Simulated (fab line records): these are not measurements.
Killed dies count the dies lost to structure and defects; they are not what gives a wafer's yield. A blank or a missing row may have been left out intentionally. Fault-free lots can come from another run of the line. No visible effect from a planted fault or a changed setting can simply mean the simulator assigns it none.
fab line records	flow berkeleyCmos170	part 1 of 2: steps 1 to 24 of 33
[record] lots = 5	wafers = 15	lastDay = 10
route steps=331 shown M1@242 V1@254 M2@271
lots that met no fault: taken from a fault-free run of the same line
startH: hours from the record's first day to the start of the lot's first wafer shown	waitH: hours elapsed since this lot's preceding step	" identical to the entry in the row above	L1.1+2: a row that stands for several wafers	- either no value or no given start	* or withheld: withheld	< > ~ a bound
route shown NAME@n: a module of which the file shows steps, and the number in the route of the first	usual: average and standard deviation across the fault-free wafers	same: alike in all rows	chamber/n: place in a boat	sites: the reading at each site	_std_site: their standard deviation	_edge_site: outer sites' mean less inner sites'	radiusMm: how far each site lies from the wafer's centre	mask NAME#n: copy n	behind: tool/chamber where the wafer was last shaped	hold: the reason the lot was held/the length of the hold in hours/how it ended	device: whichever transistor did not switch (one of n, p or np)	end of line: the same wafers' tests at the end of the route	a step given without rows: its recipe and nothing more	killed: the dies lost at the first sort to structure and to defects; this is not the yield of the wafer	map: a wafer's dies, x killed, . not, _ none there
set.NAME: setting as actually run; set.NAME@STEP: the setting as run at that earlier step	model.NAME: the simulator's own value behind a step, which no gauge read
a table for each step, a row for each wafer; lots at some steps of the route
services: from which hour (startH, from the record's first day; less than 0 if before it) a tool's chamber was out of use, for how many hours, and why
[[steps]]
[step UCB170_M1_COAT_04]
[recipe] resist = KrF	spinRpm = 1500	resistThkNm = 900
[usual] resistLineTempC = 22.98/0.11
lot.wafer	tool	chamber	startH	waitH	resistLineTempC
L076.1	lithoTrack-02	0	-	-	22.94
L076.2	"	0	"	"	22.82
L076.3	"	0	"	"	22.77
L079.2	lithoTrack-01	0	-	-	23.12
L079.5	"	0	"	"	22.97
L079.6	"	0	"	"	23.12
L087.2	lithoTrack-04	0	-	-	22.87
L087.3	"	0	"	"	22.85
L087.5	"	0	"	"	23.07
L091.3	lithoTrack-04	0	-	-	22.83
L091.5	"	0	"	"	23.08
L091.6	"	0	"	"	22.87
L090.3	lithoTrack-04	0	-	-	23.13
L090.4	"	0	"	"	23.01
L090.6	"	0	"	"	23.12
[step UCB170_M1_SOFTBAKE_05]
[recipe] resist = KrF	tempC = 130	timeS = 60
[usual] resistLineTempC = 23.01/0.11
lot.wafer	tool	chamber	startH	waitH	resistLineTempC
L076.1	lithoTrack-02	0	-	-	22.92
L076.2	"	0	"	"	22.88
L076.3	"	0	"	"	23.11
L079.2	lithoTrack-01	0	-	-	23.02
L079.5	"	0	"	"	22.97
L079.6	"	0	"	"	22.91
L087.2	lithoTrack-04	0	-	-	23.02
L087.3	"	0	"	"	22.88
L087.5	"	0	"	"	23.11
L091.3	lithoTrack-04	0	-	-	22.99
L091.5	"	0	"	"	22.90
L091.6	"	0	"	"	22.78
L090.3	lithoTrack-04	0	-	-	23.06
L090.4	"	0	"	"	22.93
L090.6	"	0	"	"	23.09
[step UCB170_M1_EXPOSE_06]
[recipe] maskId = METAL1	targetCdNm = 700	na = 0.5	sigmaOuter = 0.6	sourceShape = conventional	doseMj = 21
[usual] exposureDoseMJCm2 = 21.002/0.022	stageVelMmS = 500.04/0.23
lot.wafer	tool	chamber	startH	waitH	mask	exposureDoseMJCm2	stageVelMmS
L076.1	krfScanner-01	0	160.48	-	METAL1#0	21.014	500.45
L076.2	"	0	"	"	METAL1#0	21.014	499.83
L076.3	"	0	"	"	METAL1#0	20.996	500.14
L079.2	krfScanner-02	0	171.01	-	METAL1#0	20.979	499.95
L079.5	"	0	"	"	METAL1#0	20.971	499.89
L079.6	"	0	"	"	METAL1#0	20.995	499.78
L087.2	krfScanner-01	0	214.01	-	METAL1#0	21.000	499.69
L087.3	"	0	"	"	METAL1#0	21.005	499.97
L087.5	"	0	"	"	METAL1#0	21.015	500.08
L091.3	krfScanner-02	0	230.26	-	METAL1#0	20.998	500.08
L091.5	"	0	"	"	METAL1#0	20.983	500.19
L091.6	"	0	"	"	METAL1#0	21.022	500.46
L090.3	krfScanner-01	0	230.71	-	METAL1#0	20.998	500.43
L090.4	"	0	"	"	METAL1#0	21.024	500.39
L090.6	"	0	"	"	METAL1#0	21.024	500.16
[step UCB170_M1_PEB_07]
[recipe] pebTempC = 130	pebTimeS = withheld	resist = KrF
[usual] resistLineTempC = 22.99/0.095
lot.wafer	tool	chamber	startH	waitH	resistLineTempC
L076.1	lithoTrack-01	0	160.83	0.3	22.96
L076.2	"	0	"	"	22.89
L076.3	"	0	"	"	23.05
L079.2	lithoTrack-01	0	171.61	0.6	22.87
L079.5	"	0	"	"	23.01
L079.6	"	0	"	"	23.00
L087.2	lithoTrack-02	0	214.79	0.8	23.09
L087.3	"	0	"	"	22.96
L087.5	"	0	"	"	23.00
L091.3	lithoTrack-04	0	231.05	0.8	22.99
L091.5	"	0	"	"	23.03
L091.6	"	0	"	"	23.10
L090.3	lithoTrack-01	0	231.37	0.6	23.08
L090.4	"	0	"	"	23.24
L090.6	"	0	"	"	23.18
[step UCB170_M1_DEVELOP_08]
[recipe] developer = TMAH	developTimeS = 45	resist = KrF	devTempC = 21
[usual] developerTempC = 21.00/0.11	resistLineTempC = 22.99/0.099
lot.wafer	tool	chamber	startH	waitH	developerTempC	resistLineTempC
L076.1	lithoTrack-01	0	-	-	21.08	22.88
L076.2	"	0	"	"	21.03	23.02
L076.3	"	0	"	"	21.09	22.86
L079.2	lithoTrack-01	0	-	-	20.97	23.05
L079.5	"	0	"	"	20.97	22.97
L079.6	"	0	"	"	20.97	22.84
L087.2	lithoTrack-02	0	-	-	21.20	23.02
L087.3	"	0	"	"	21.19	23.15
L087.5	"	0	"	"	21.13	23.09
L091.3	lithoTrack-04	0	-	-	21.22	23.06
L091.5	"	0	"	"	20.99	22.99
L091.6	"	0	"	"	21.11	22.98
L090.3	lithoTrack-01	0	-	-	20.94	23.16
L090.4	"	0	"	"	21.02	23.10
L090.6	"	0	"	"	20.97	23.00
[step UCB170_M1_CD_MEAS_09]
[recipe] targetCdNm = 700
[usual] cdNm = 700.1/1.1
lot.wafer	tool	chamber	startH	waitH	cdNm
L076.1	cdSem-02	-	161.10	-	701.7
L076.2	"	-	"	"	700.8
L076.3	"	-	"	"	701.1
L079.2	cdSem-01	-	171.88	-	698.5
L079.5	"	-	"	"	698.2
L079.6	"	-	"	"	696.6
L087.2	cdSem-01	-	215.06	-	699.4
L087.3	"	-	"	"	700.5
L087.5	"	-	"	"	699.7
L091.3	cdSem-02	-	231.31	-	699.8
L091.5	"	-	"	"	699.5
L091.6	"	-	"	"	700.2
L090.3	cdSem-02	-	231.64	-	699.1
L090.4	"	-	"	"	700.3
L090.6	"	-	"	"	698.0
[step UCB170_M1_OVL_MEAS_10]
[usual] M1_OVL = 0/5.6
lot.wafer	tool	chamber	startH	waitH	M1_OVL[nm]
L076.1	overlay-02	-	161.22	0.1	7
L076.2	"	-	"	"	3
L076.3	"	-	"	"	10
L079.2	overlay-02	-	171.99	0.1	0
L079.5	"	-	"	"	7
L079.6	"	-	"	"	-2
L087.2	overlay-01	-	215.16	0.1	3
L087.3	"	-	"	"	2
L087.5	"	-	"	"	2
L091.3	overlay-01	-	231.41	0.1	7
L091.5	"	-	"	"	-1
L091.6	"	-	"	"	-4
L090.3	overlay-01	-	231.73	0.1	1
L090.4	"	-	"	"	-6
L090.6	"	-	"	"	1
[step UCB170_M1_ETCH_11]
[recipe] chemistry = N2/H2	targetDepthA = withheld	overetchA = withheld	target = BARC	timeS = withheld	sourceW = 500	biasW = 100	pressureMtorr = 30	n2FlowSccm = 100	h2FlowSccm = 200
[usual] drypumpMotorCurrentA = 5.7/0.51	n2FlowSccm = 100.00/0.3	oesProductAu = 1.007/0.028	rfFwdPowerW = 494.9/1.7	throttleValvePct = 13.35/0.22
lot.wafer	tool	chamber	startH	waitH	drypumpMotorCurrentA	n2FlowSccm	oesProductAu	rfFwdPowerW	throttleValvePct
L076.1	rieDiel-03	0	161.26	0.0	6.6	99.66	0.992	497.5	13.06
L076.2	"	2	"	"	6.3	99.93	0.977	494.7	13.61
L076.3	"	3	"	"	6.0	100.21	0.976	493.8	13.52
L079.2	rieDiel-03	2	172.02	0.0	6.3	100.80	0.986	495.6	13.62
L079.5	"	0	"	"	6.6	100.03	0.995	496.4	13.07
L079.6	"	1	"	"	5.5	99.79	1.014	495.2	13.51
L087.2	rieDiel-01	1	215.19	0.0	5.7	99.66	0.993	496.1	13.10
L087.3	"	0	"	"	5.2	99.60	1.012	500.1	12.93
L087.5	"	2	"	"	5.9	100.14	1.032	493.7	13.34
L091.3	rieDiel-04	1	231.43	0.0	4.8	99.99	0.958	496.6	13.39
L091.5	"	0	"	"	4.9	99.66	1.007	494.5	13.26
L091.6	"	3	"	"	6.4	100.29	1.004	493.6	13.34
L090.3	rieDiel-04	1	231.75	0.0	4.8	99.46	0.960	494.9	13.37
L090.4	"	0	"	"	5.0	100.07	1.005	494.4	13.27
L090.6	"	3	"	"	6.4	100.02	1.022	495.4	13.34
[step UCB170_M1_METAL_ETCH_12]
[recipe] chemistry = Cl2/BCl3	target = Al	stopOn = PSG	pressureMtorr = 12	targetDepthA = 7800	overEtchFrac = 0.3	timeS = 130	icpW = 600	biasW = 120	Cl2_flow_sccm = 90	bcl3FlowSccm = 45
[usual] drypumpMotorCurrentA = 5.53/0.29	oesProductAu = 0.865/0.015	rfFwdPowerW = 596.9/1.9	throttleValvePct = 24.39/0.19
[same] overEtchFrac = 0.3
lot.wafer	tool	chamber	startH	waitH	drypumpMotorCurrentA	oesProductAu	rfFwdPowerW	rfHoursCounterH	throttleValvePct
L076.1	rieMetal-04	0	161.30	-	6.10	0.823	597.0	6.6	24.56
L076.2	"	1	"	"	5.73	0.856	594.3	4.6	24.12
L076.3	"	0	"	"	6.14	0.837	597.6	-	24.57
L079.2	rieMetal-02	0	172.06	-	5.51	0.872	594.8	4.9	24.16
L079.5	"	1	"	"	5.27	0.868	598.7	-	24.38
L079.6	"	0	"	"	5.53	0.866	592.7	-	24.18
L087.2	rieMetal-02	0	215.24	-	5.49	0.864	597.8	5.8	24.18
L087.3	"	1	"	"	5.26	0.883	599.9	-	24.39
L087.5	"	0	"	"	5.50	0.876	596.1	-	24.16
L091.3	rieMetal-02	0	231.52	-	5.45	0.872	593.3	-	24.17
L091.5	"	1	"	"	5.27	0.863	598.6	-	24.37
L091.6	"	0	"	"	5.49	0.865	591.6	-	24.18
L090.3	rieMetal-01	0	231.84	-	5.42	0.879	595.2	-	24.66
L090.4	"	1	"	"	5.34	0.861	598.0	-	24.35
L090.6	"	0	"	"	5.38	0.871	593.2	-	24.67
[step UCB170_M1_STRIP_13]
[recipe] chemistry = O2	powerW = 400	pressureMtorr = 3500	platenTempC = withheld	o2FlowSccm = 400	overashFraction = 0.5
[usual] drypumpMotorCurrentA = 5.6/0.41	oesProductAu = 0.721/0.0047
lot.wafer	tool	chamber	startH	waitH	drypumpMotorCurrentA	oesProductAu	rfHoursCounterH
L076.1	plasmaAsher-02	1	161.43	0.1	5.8	0.724	6
L076.2	"	0	"	"	5.8	0.725	6
L076.3	"	1	"	"	5.8	0.712	-
L079.2	plasmaAsher-02	1	172.19	0.1	5.8	0.720	7
L079.5	"	1	"	"	5.8	0.715	-
L079.6	"	0	"	"	5.8	0.717	-
L087.2	plasmaAsher-03	1	215.37	0.1	6.3	0.730	53
L087.3	"	0	"	"	5.7	0.722	-
L087.5	"	1	"	"	6.3	0.714	-
L091.3	plasmaAsher-04	1	231.64	0.1	5.0	0.726	-
L091.5	"	1	"	"	5.0	0.719	-
L091.6	"	0	"	"	5.4	0.720	-
L090.3	plasmaAsher-04	1	231.96	0.1	5.0	0.721	-
L090.4	"	0	"	"	5.4	0.727	-
L090.6	"	1	"	"	5.0	0.728	-
[step UCB170_M1_CD_MEAS_90]
[recipe] targetCdNm = 700
[usual] cdNm = 700.5/2.1
lot.wafer	tool	chamber	startH	waitH	cdNm
L076.1	cdSem-01	-	161.53	0.1	701.9
L076.2	"	-	"	"	702.7
L076.3	"	-	"	"	701.8
L079.2	cdSem-02	-	172.31	0.1	697.5
L079.5	"	-	"	"	700.1
L079.6	"	-	"	"	695.7
L087.2	cdSem-02	-	215.49	0.1	698.5
L087.3	"	-	"	"	700.2
L087.5	"	-	"	"	700.4
L091.3	cdSem-01	-	231.75	0.1	699.6
L091.5	"	-	"	"	697.2
L091.6	"	-	"	"	700.7
L090.3	cdSem-02	-	232.07	0.1	701.9
L090.4	"	-	"	"	700.2
L090.6	"	-	"	"	699.6
[step UCB170_M1_ANNEAL_14]
[recipe] tempC = 400	timeS = 1200	ambient = formingGas
lot.wafer	tool	chamber	startH	waitH
L076.1+2+3	-	-	167.57	6.0
L079.2+5+6	-	-	177.23	4.9
L087.2+3+5	-	-	215.95	0.4
L090.3+4+6	-	-	235.89	3.8
L091.3+5+6	-	-	235.89	4.1
[step UCB170_V1_CVD_00]
[recipe] material = SiO2	targetThkNm = 2000	tempC = 390	precursor = TEOS/O2	timeS = 250	rfW = 550	pressureMtorr = 9000
[usual] heaterPowerW = 238/53	rfFwdPowerW = 548.6/1.8
lot.wafer	tool	chamber	startH	waitH	heaterPowerW	rfFwdPowerW
L076.1	pecvd-01	1	168.91	0.0	251	550.6
L076.2	"	0	"	"	279	550.3
L076.3	"	2	"	"	369	548.7
L079.2	pecvd-02	2	178.56	0.0	264	546.6
L079.5	"	2	"	"	211	550.8
L079.6	"	0	"	"	152	548.3
L087.2	pecvd-03	2	217.44	0.2	241	548.1
L087.3	"	1	"	"	297	547.4
L087.5	"	2	"	"	171	548.4
L090.3	pecvd-02	0	237.23	0.0	172	548.7
L090.4	"	1	"	"	264	546.0
L090.6	"	0	"	"	224	549.0
L091.3	pecvd-01	0	237.23	0.0	262	551.0
L091.5	"	1	"	"	203	552.4
L091.6	"	0	"	"	207	550.8
[step UCB170_V1_THK_MEAS_01]
[recipe] reads = SiO2_of_V1_CVD_00
[usual] V1_TEOS_THK = 2003/25
lot.wafer	tool	chamber	startH	waitH	V1_TEOS_THK[nm]
L076.1	filmMetro-03	-	169.06	0.1	1984
L076.2	"	-	"	"	1979
L076.3	"	-	"	"	1978
L079.2	filmMetro-01	-	178.73	0.1	1996
L079.5	"	-	"	"	2045
L079.6	"	-	"	"	2052
L087.2	filmMetro-02	-	217.60	0.1	1976
L087.3	"	-	"	"	1982
L087.5	"	-	"	"	2025
L090.3	filmMetro-01	-	237.40	0.1	2012
L090.4	"	-	"	"	2019
L090.6	"	-	"	"	2036
L091.3	filmMetro-03	-	237.40	0.1	1973
L091.5	"	-	"	"	2055
L091.6	"	-	"	"	2014
[step UCB170_V1_CMP_02]
[recipe] material = SiO2	downForcePsi = 6	platenRpm = 60	padVelocityMS = 0.75398
[usual] motorCurrentA = 16.2/1.1	slurryFlowMlMin = 150.0/0.46
lot.wafer	tool	chamber	startH	waitH	motorCurrentA	slurryFlowMlMin
L076.1	cmp-01	2	169.12	0.1	16.0	149.7
L076.3	"	3	"	"	15.7	150.3
L076.2	"	0	"	"	15.5	149.5
L079.2	cmp-01	2	178.83	0.1	16.5	150.6
L079.5	"	1	"	"	16.4	149.8
L079.6	"	2	"	"	17.0	150.3
L087.3	cmp-01	1	217.90	0.3	15.9	150.6
L087.2	"	2	"	"	16.9	150.4
L087.5	"	0	"	"	15.7	150.0
L090.3	cmp-02	3	237.49	0.1	16.1	149.9
L090.4	"	0	"	"	15.3	150.1
L090.6	"	2	"	"	18.2	150.0
L091.3	cmp-01	1	237.59	0.2	16.7	150.0
L091.5	"	2	"	"	16.8	150.4
L091.6	"	3	"	"	16.5	150.2
[step UCB170_V1_BOW_MEAS_03]
[recipe] mode = bow
[usual] V1_BOW = 17/6.4
lot.wafer	tool	chamber	startH	waitH	V1_BOW[um]
L076.1	filmMetro-03	-	169.42	0.2	25
L076.2	"	-	"	"	17
L076.3	"	-	"	"	10
L079.2	filmMetro-01	-	179.10	0.2	17
L079.5	"	-	"	"	15
L079.6	"	-	"	"	14
L087.2	filmMetro-01	-	218.12	0.1	14
L087.3	"	-	"	"	28
L087.5	"	-	"	"	9
L090.3	filmMetro-01	-	237.78	0.2	21
L090.4	"	-	"	"	19
L090.6	"	-	"	"	23
L091.3	filmMetro-03	-	237.78	0.1	19
L091.5	"	-	"	"	15
L091.6	"	-	"	"	24
[step UCB170_V1_THK_MEAS_04]
[recipe] reads = SiO2_of_V1_CVD_00
[usual] V1_POLISHED_THK = 1001.2/1.1
lot.wafer	tool	chamber	startH	waitH	V1_POLISHED_THK[nm]
L076.1	filmMetro-03	-	169.54	0.1	1001.9
L076.2	"	-	"	"	1001.6
L076.3	"	-	"	"	1001.2
L079.2	filmMetro-01	-	179.21	0.1	1001.4
L079.5	"	-	"	"	1000.1
L079.6	"	-	"	"	1000.9
L087.2	filmMetro-01	-	218.23	0.1	1002.3
L087.3	"	-	"	"	1002.5
L087.5	"	-	"	"	1002.1
L090.3	filmMetro-01	-	237.88	0.1	1000.0
L090.4	"	-	"	"	1001.2
L090.6	"	-	"	"	1001.2
L091.3	filmMetro-03	-	237.88	0.1	1002.2
L091.5	"	-	"	"	1000.6
L091.6	"	-	"	"	1000.9
[step UCB170_V1_CLEAN_05]
[recipe] chemistry = DIW
lot.wafer	tool	chamber	startH	waitH
L076.1+2+3	wetBench-01	0	169.60	0.1
L079.2+5+6	wetBench-01	3	179.26	0.0
L087.2+3+5	wetBench-03	0	218.69	0.4
L090.3+4+6	wetBench-03	1	237.92	0.0
L091.3+5+6	wetBench-03	3	237.92	0.0
[step UCB170_V1_HMDS_06]
[recipe] primeTimeS = 60	primeTempC = 100
[usual] primeTempC = 100.02/0.12	resistLineTempC = 23.03/0.12
lot.wafer	tool	chamber	startH	waitH	primeTempC	resistLineTempC
L076.1	lithoTrack-03	0	169.98	0.2	100.00	23.21
L076.2	"	0	"	"	100.06	22.96
L076.3	"	0	"	"	99.88	23.06
L079.2	lithoTrack-02	0	179.47	0.0	100.32	23.16
L079.5	"	0	"	"	99.95	23.10
L079.6	"	0	"	"	100.27	23.06
L087.2	lithoTrack-03	0	219.44	0.6	100.05	23.09
L087.3	"	0	"	"	100.14	23.16
L087.5	"	0	"	"	100.16	23.04
L091.3	lithoTrack-03	0	238.53	0.4	99.94	22.83
L091.5	"	0	"	"	99.96	22.85
L091.6	"	0	"	"	100.06	22.85
L090.3	lithoTrack-02	0	238.68	0.6	99.97	22.99
L090.4	"	0	"	"	99.91	23.12
L090.6	"	0	"	"	100.04	23.12
[step UCB170_V1_COAT_07]
[recipe] resist = KrF	spinRpm = 1500	resistThkNm = 900
[usual] resistLineTempC = 23.00/0.11
lot.wafer	tool	chamber	startH	waitH	resistLineTempC
L076.1	lithoTrack-03	0	170.13	0.1	23.05
L076.2	"	0	"	"	23.00
L076.3	"	0	"	"	23.02
L079.2	lithoTrack-02	0	179.62	0.1	23.04
L079.5	"	0	"	"	23.12
L079.6	"	0	"	"	23.02
L087.2	lithoTrack-03	0	219.59	0.1	22.99
L087.3	"	0	"	"	22.80
L087.5	"	0	"	"	22.86
L091.3	lithoTrack-03	0	238.68	0.1	23.18
L091.5	"	0	"	"	23.10
L091.6	"	0	"	"	22.99
L090.3	lithoTrack-02	0	238.83	0.1	23.07
L090.4	"	0	"	"	23.07
L090.6	"	0	"	"	22.92
[step UCB170_V1_SOFTBAKE_08]
[recipe] resist = KrF	tempC = 130	timeS = 60
[usual] resistLineTempC = 23.02/0.098
lot.wafer	tool	chamber	startH	waitH	resistLineTempC
L076.1	lithoTrack-03	0	170.28	0.1	22.90
L076.2	"	0	"	"	22.96
L076.3	"	0	"	"	22.81
L079.2	lithoTrack-02	0	179.77	0.1	22.98
L079.5	"	0	"	"	22.99
L079.6	"	0	"	"	23.09
L087.2	lithoTrack-03	0	219.74	0.1	23.12
L087.3	"	0	"	"	23.03
L087.5	"	0	"	"	23.00
L091.3	lithoTrack-03	0	238.83	0.1	22.90
L091.5	"	0	"	"	22.92
L091.6	"	0	"	"	22.96
L090.3	lithoTrack-02	0	238.98	0.1	23.16
L090.4	"	0	"	"	23.18
L090.6	"	0	"	"	23.06
[step UCB170_V1_EXPOSE_09]
[recipe] maskId = VIA1	targetCdNm = 700	na = 0.5	sigmaOuter = 0.6	sourceShape = conventional	doseMj = 37
[usual] exposureDoseMJCm2 = 37.00/0.037	stageVelMmS = 500.00/0.28
lot.wafer	tool	chamber	startH	waitH	mask	exposureDoseMJCm2	stageVelMmS
L076.1	krfScanner-02	0	170.48	0.2	VIA1#0	37.04	499.98
L076.2	"	0	"	"	VIA1#0	36.99	500.06
L076.3	"	0	"	"	VIA1#0	36.98	499.62
L079.2	krfScanner-01	0	180.04	0.2	VIA1#0	36.96	500.13
L079.5	"	0	"	"	VIA1#0	36.99	499.79
L079.6	"	0	"	"	VIA1#0	37.06	499.67
L087.2	krfScanner-01	0	220.03	0.3	VIA1#0	37.01	500.22
L087.3	"	0	"	"	VIA1#0	37.01	500.74
L087.5	"	0	"	"	VIA1#0	36.98	500.38
L091.3	krfScanner-02	0	239.10	0.2	VIA1#0	37.03	500.11
L091.5	"	0	"	"	VIA1#0	36.99	500.20
L091.6	"	0	"	"	VIA1#0	37.02	500.18
L090.3	krfScanner-02	0	239.21	0.2	VIA1#0	36.99	499.84
L090.4	"	0	"	"	VIA1#0	36.96	499.99
L090.6	"	0	"	"	VIA1#0	36.96	499.82
[step UCB170_V1_PEB_10]
[recipe] pebTempC = 130	pebTimeS = withheld	resist = KrF
[usual] resistLineTempC = 23.00/0.11
lot.wafer	tool	chamber	startH	waitH	resistLineTempC
L076.1	lithoTrack-02	0	170.97	0.5	22.96
L076.2	"	0	"	"	23.08
L076.3	"	0	"	"	22.97
L079.2	lithoTrack-03	0	180.16	0.1	22.99
L079.5	"	0	"	"	23.10
L079.6	"	0	"	"	22.96
L087.2	lithoTrack-02	0	220.37	0.3	23.08
L087.3	"	0	"	"	23.16
L087.5	"	0	"	"	23.16
L091.3	lithoTrack-03	0	239.43	0.3	22.93
L091.5	"	0	"	"	22.99
L091.6	"	0	"	"	22.94
L090.3	lithoTrack-02	0	239.58	0.3	22.95
L090.4	"	0	"	"	22.99
L090.6	"	0	"	"	22.88
[step UCB170_V1_DEVELOP_11]
[recipe] developer = TMAH	developTimeS = 45	resist = KrF	devTempC = 21
[usual] developerTempC = 21.02/0.097	resistLineTempC = 22.99/0.1
lot.wafer	tool	chamber	startH	waitH	developerTempC	resistLineTempC
L076.1	lithoTrack-02	0	-	-	21.09	23.14
L076.2	"	0	"	"	21.18	23.16
L076.3	"	0	"	"	21.09	23.09
L079.2	lithoTrack-03	0	-	-	21.05	22.95
L079.5	"	0	"	"	20.89	22.95
L079.6	"	0	"	"	21.05	22.88
L087.2	lithoTrack-02	0	-	-	21.03	23.15
L087.3	"	0	"	"	21.02	22.97
L087.5	"	0	"	"	21.16	23.09
L091.3	lithoTrack-03	0	-	-	20.91	23.08
L091.5	"	0	"	"	20.82	23.01
L091.6	"	0	"	"	20.96	23.11
L090.3	lithoTrack-02	0	-	-	21.06	23.03
L090.4	"	0	"	"	21.14	23.17
L090.6	"	0	"	"	21.05	23.13
